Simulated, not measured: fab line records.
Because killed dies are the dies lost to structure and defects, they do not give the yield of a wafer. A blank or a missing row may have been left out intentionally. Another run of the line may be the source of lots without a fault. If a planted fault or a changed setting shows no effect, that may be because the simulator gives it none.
The tool behind it: which one?    flow berkeleyCmos170    42 wafers from 14 lots sampled at 5 of the route's 331 steps

## WHAT THE GAUGES SHOWED, per wafer
UCB170_ACTIVE_CD_MEAS_90: target cd 1200 nm.
lot   measured     on        cdNm (nm)
L338  day 4 20:53  cdSem-02  1199.6 1201.5 1200.1
L339  day 5 14:16  cdSem-02  1200.5 1199.9 1200.9
L345  day 6 09:01  cdSem-01  1201.3 1202.4 1203.0
L341  day 6 09:16  cdSem-02  1199.6 1199.5 1198.9
L344  day 6 13:33  cdSem-02  1199.6 1199.5 1199.5
L347  day 6 21:37  cdSem-02  1202.1 1202.7 1202.3
L350  day 7 05:28  cdSem-02  1200.6 1199.8 1199.1
L349  day 7 05:46  cdSem-01  1200.4 1201.1 1200.9
L351  day 7 17:10  cdSem-02  1199.1 1199.8 1199.2
L352  day 7 17:32  cdSem-01  1198.4 1197.1 1198.2
L353  day 7 17:51  cdSem-01  1200.0 1199.8 1198.7
L357  day 8 17:33  cdSem-02  1197.8 1197.9 1197.8
L360  day 9 14:29  cdSem-02  1201.6 1202.6 1201.7
L361  day 9 14:40  cdSem-01  1200.4 1200.8 1201.2

UCB170_FIELD_THK_MEAS_02.
lot   measured      on            FIELD_OXIDE_THK (nm)
L338  day 5 07:32   filmMetro-02  568 567 568
L339  day 6 01:56   filmMetro-02  561 571 561
L345  day 6 19:33   filmMetro-02  569 584 573
L341  day 6 19:36   filmMetro-04  571 567 575
L344  day 6 19:40   filmMetro-02  574 575 576
L347  day 7 05:21   filmMetro-02  579 576 574
L350  day 7 14:28   filmMetro-01  581 571 567
L349  day 7 14:29   filmMetro-04  555 563 563
L351  day 8 03:13   filmMetro-01  555 561 556
L352  day 8 03:13   filmMetro-04  566 556 570
L353  day 8 03:14   filmMetro-02  581 571 575
L357  day 9 03:16   filmMetro-01  553 551 551
L360  day 10 03:14  filmMetro-04  557 555 560
L361  day 10 03:14  filmMetro-01  565 566 569

UCB170_NVT_OVL_MEAS_06.
lot   measured      on          NVT_OVL (nm)
L338  day 6 16:13   overlay-01  6 9 -3
L339  day 7 06:05   overlay-01  0 1 14
L345  day 8 01:25   overlay-02  -5 -4 -5
L341  day 8 01:08   overlay-01  6 1 -2
L344  day 8 00:59   overlay-02  3 11 4
L347  day 8 09:44   overlay-02  6 11 13
L350  day 8 21:41   overlay-01  -1 1 -3
L349  day 8 21:25   overlay-02  -11 -7 -15
L351  day 9 09:19   overlay-01  -7 -8 -8
L352  day 9 08:36   overlay-01  -7 2 -6
L353  day 9 09:02   overlay-01  -2 -8 -7
L357  day 10 10:59  overlay-01  -4 -2 -7
L360  day 11 05:34  overlay-01  -10 -4 -1
L361  day 11 05:01  overlay-02  -2 0 8

UCB170_GATE_THK_MEAS_02.
lot   measured      on            GATE_OXIDE_THK (nm)
L338  day 6 23:26   filmMetro-03  6.34 6.34 6.36
L339  day 7 15:31   filmMetro-02  6.53 6.59 6.58
L345  day 8 10:13   filmMetro-04  6.47 6.56 6.68
L341  day 8 10:14   filmMetro-03  6.61 6.59 6.68
L344  day 8 10:08   filmMetro-04  6.58 6.49 6.44
L347  day 8 17:41   filmMetro-03  6.42 6.52 6.51
L350  day 9 06:07   filmMetro-03  6.73 6.71 6.62
L349  day 9 06:07   filmMetro-04  6.58 6.50 6.63
L351  day 9 17:36   filmMetro-02  6.52 6.77 6.62
L352  day 9 17:32   filmMetro-02  6.48 6.58 6.65
L353  day 9 17:37   filmMetro-04  6.68 6.61 6.56
L357  day 10 18:44  filmMetro-04  6.52 6.52 6.58
L360  day 11 13:23  filmMetro-03  8.62 8.68 8.59
L361  day 11 13:22  filmMetro-02  8.66 8.60 8.66

## WHAT TOOL EACH LOT RAN ON (gives the tool, then ch and the chambers of the sampled wafers, and finally the start)
lot   UCB170_GATE_OXIDATION_01
L338  furnace-02 ch 0, day 6 21:55
L339  furnace-02 ch 0, day 7 13:59
L345  furnace-02 ch 0, day 8 08:38
L341  furnace-02 ch 0, day 8 08:38
L344  furnace-02 ch 0, day 8 08:38
L347  furnace-02 ch 0, day 8 16:10
L350  furnace-01 ch 0, day 9 04:37
L349  furnace-01 ch 0, day 9 04:37
L351  furnace-01 ch 0, day 9 16:02
L352  furnace-01 ch 0, day 9 16:02
L353  furnace-01 ch 0, day 9 16:02
L357  furnace-04 ch 0, day 10 17:14
L360  furnace-01 ch 0, day 11 11:52
L361  furnace-01 ch 0, day 11 11:52
- UCB170_GATE_OXIDATION_01: target thk 6.6 nm, ox time 1800 s.

## AS READ BY THE TOOLS THEMSELVES (means over the sampled wafers that have a number; for cases with no such wafer, the mark the record gives instead)
UCB170_GATE_OXIDATION_01.
lot   tool        spikeTcLoadC (C)  tube_center_temp_C_max  zonePowerSourcePct (%)
L338  furnace-02  870.8             852.2                   24.5
L339  furnace-02  872.1             852.1                   24.2
L345  furnace-02  871.2             852.1                   24.4
L341  furnace-02  872.4             852.0                   24.4
L344  furnace-02  872.3             852.1                   24.5
L347  furnace-02  871.4             852.4                   24.5
L350  furnace-01  876.7             852.5                   21.6
L349  furnace-01  877.2             852.3                   21.4
L351  furnace-01  876.8             852.1                   21.4
L352  furnace-01  877.0             852.0                   21.4
L353  furnace-01  876.3             852.1                   21.3
L357  furnace-04  870.8             852.3                   21.4
L360  furnace-01  876.9             852.0                   21.3
L361  furnace-01  875.9             852.4                   21.4

## THE ANSWER, worked out from the rows above alone
Rule: usual is defined by the lots themselves. Put in order of their means at a reading, lots are off if they are a third of the lots or fewer, leave a main group of 4 or more, and stand apart from it by a gap of 3 or more times the standard deviation of the main group's means; of several such gaps the widest counts. If all means in a main group match to the digits the tables above print for the reading, that group is not used. Also off: a lot with no number at a reading for which 4 or more lots have one. Where the step has rows for the other lots, those lots are counted as sound. The gauges are gone through in route order, then the tools' own readings, and for those a lot's mean is taken as printed above. At the first step where some lot is off, the reading lying furthest off is the one used; lots without a number count as furthest.
Off: L360, L361, at UCB170_GATE_THK_MEAS_02 (GATE_OXIDE_THK). The main group: mean 6.56 nm, standard deviation 0.084.
A tool fits if, at a process step before that reading, it ran every lot that is off, and no sound lot after the first of them. Gauges at UCB170_GATE_THK_MEAS_02: tried the same way as those tools. One fits: UCB170_GATE_OXIDATION_01 on furnace-01. Its last sound lot is L351 (day 9 16:02), its first lot that is off L360 (day 11 11:52): a fault that began between those two fits.

## WHAT WAS PUT IN BY THE SIMULATOR
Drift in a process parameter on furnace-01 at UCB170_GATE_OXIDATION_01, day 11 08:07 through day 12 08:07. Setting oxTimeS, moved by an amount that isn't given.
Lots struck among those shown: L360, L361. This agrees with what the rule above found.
